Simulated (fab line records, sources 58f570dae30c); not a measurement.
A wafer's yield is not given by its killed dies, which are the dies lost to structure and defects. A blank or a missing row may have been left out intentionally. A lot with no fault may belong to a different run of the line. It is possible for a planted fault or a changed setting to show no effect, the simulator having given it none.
Check for tools in common -- flow berkeley cmos170 -- 14 lots and 42 wafers in the sample

WHY IT WAS OPENED
2 of 14 lots carry a flag on the reading PLDD_TW at UCB170_PLDD_TW_MEAS_11. Wafers without a fault read 1012, standard deviation 6.5.
Rule: a lot is flagged in two cases, either no wafer of it has a number, or all its wafers with numbers fall more than 4 standard deviations from that mean. The other lots count as sound.

lot,measured,on,"PLDD_TW, wafer by wafer",flag
L197,day 7 03:19,film metro-01,1016 1016 1020,
L198,day 7 03:54,film metro-01,1021 1017 1023,
L195,day 7 04:33,film metro-01,1021 1021 1029,
L200,day 7 12:58,film metro-01,1017 1018 1019,
L199,day 7 13:05,film metro-04,1001 1009 1004,
L203,day 8 10:07,film metro-02,1004 1007 1010,
L204,day 8 10:56,film metro-02,1006 1009 1006,
L202,day 8 11:13,film metro-01,1020 1022 1016,
L201,day 8 11:15,film metro-02,1008 1006 1005,
L212,day 9 21:08,film metro-01,934 939 936,FLAGGED
L213,day 10 01:56,film metro-02,930 930 933,FLAGGED
L216,day 10 19:40,film metro-02,1012 1008 1007,
L217,day 11 04:06,film metro-04,1007 1002 1007,
L218,day 11 13:22,film metro-02,1008 1012 1006,
The mean of the flagged lots' numbers is 934, -78 from the usual (-12 standard deviations).

WHICH TOOL EACH LOT WENT THROUGH
The record keeps 1 process step preceding the reading, out of 331 steps on the route. Read each cell as the tool, then ch plus the chambers that the sampled wafers visited, then the start.
lot,flag,UCB170_PLDD_IMPLANT_09
L197,,"implanter-04 ch 0, day 7 03:04"
L198,,"implanter-02 ch 0, day 7 03:39"
L195,,"implanter-01 ch 0, day 7 04:10"
L200,,"implanter-04 ch 0, day 7 12:43"
L199,,"implanter-02 ch 0, day 7 12:50"
L203,,"implanter-04 ch 0, day 8 09:52"
L204,,"implanter-01 ch 0, day 8 10:43"
L202,,"implanter-02 ch 0, day 8 10:59"
L201,,"implanter-01 ch 0, day 8 11:02"
L212,FLAGGED,"implanter-01 ch 0, day 9 20:53"
L213,FLAGGED,"implanter-01 ch 0, day 10 01:42"
L216,,"implanter-04 ch 0, day 10 19:25"
L217,,"implanter-02 ch 0, day 11 03:51"
L218,,"implanter-04 ch 0, day 11 13:07"
What the steps here do:
- UCB170_PLDD_IMPLANT_09
- UCB170_PLDD_TW_MEAS_11

FLAGGED AGAINST TOTAL, ONE TOOL AT A TIME (gauges that did the reading follow at the end)
step,tool,lots run,flagged,share of the flagged lots,sound lots run after its first flagged lot
UCB170_PLDD_IMPLANT_09,implanter-01,5,2,all,0
UCB170_PLDD_IMPLANT_09,implanter-02,4,0,none,-
UCB170_PLDD_IMPLANT_09,implanter-04,5,0,none,-
UCB170_PLDD_TW_MEAS_11,film metro-01,6,1,some,0
UCB170_PLDD_TW_MEAS_11,film metro-02,6,1,some,"2 (L216,L218)"
UCB170_PLDD_TW_MEAS_11,film metro-04,2,0,none,-

THE TABLE: WHAT IT ALLOWS
1 row of the table ran every flagged lot: implanter-01 at UCB170_PLDD_IMPLANT_09.
- implanter-01 at UCB170_PLDD_IMPLANT_09 ran 5 lots, 2 of them flagged. It ran its last sound lot, L201, at day 8 11:02 and its first flagged lot, L212, at day 9 20:53: a fault with its onset between the two fits. Its own readings lie more than 4 standard deviations out on every wafer of the flagged lots: dose ions cm2, faraday current uA.
Just one tool remains: implanter-01 at UCB170_PLDD_IMPLANT_09.

WHAT THE SIMULATOR HAD PUT IN
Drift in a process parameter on implanter-01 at UCB170_PLDD_IMPLANT_09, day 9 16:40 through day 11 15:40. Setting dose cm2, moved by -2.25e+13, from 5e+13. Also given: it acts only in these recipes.
Shown lots that were struck: L212, L213. The rule above reached the same finding.
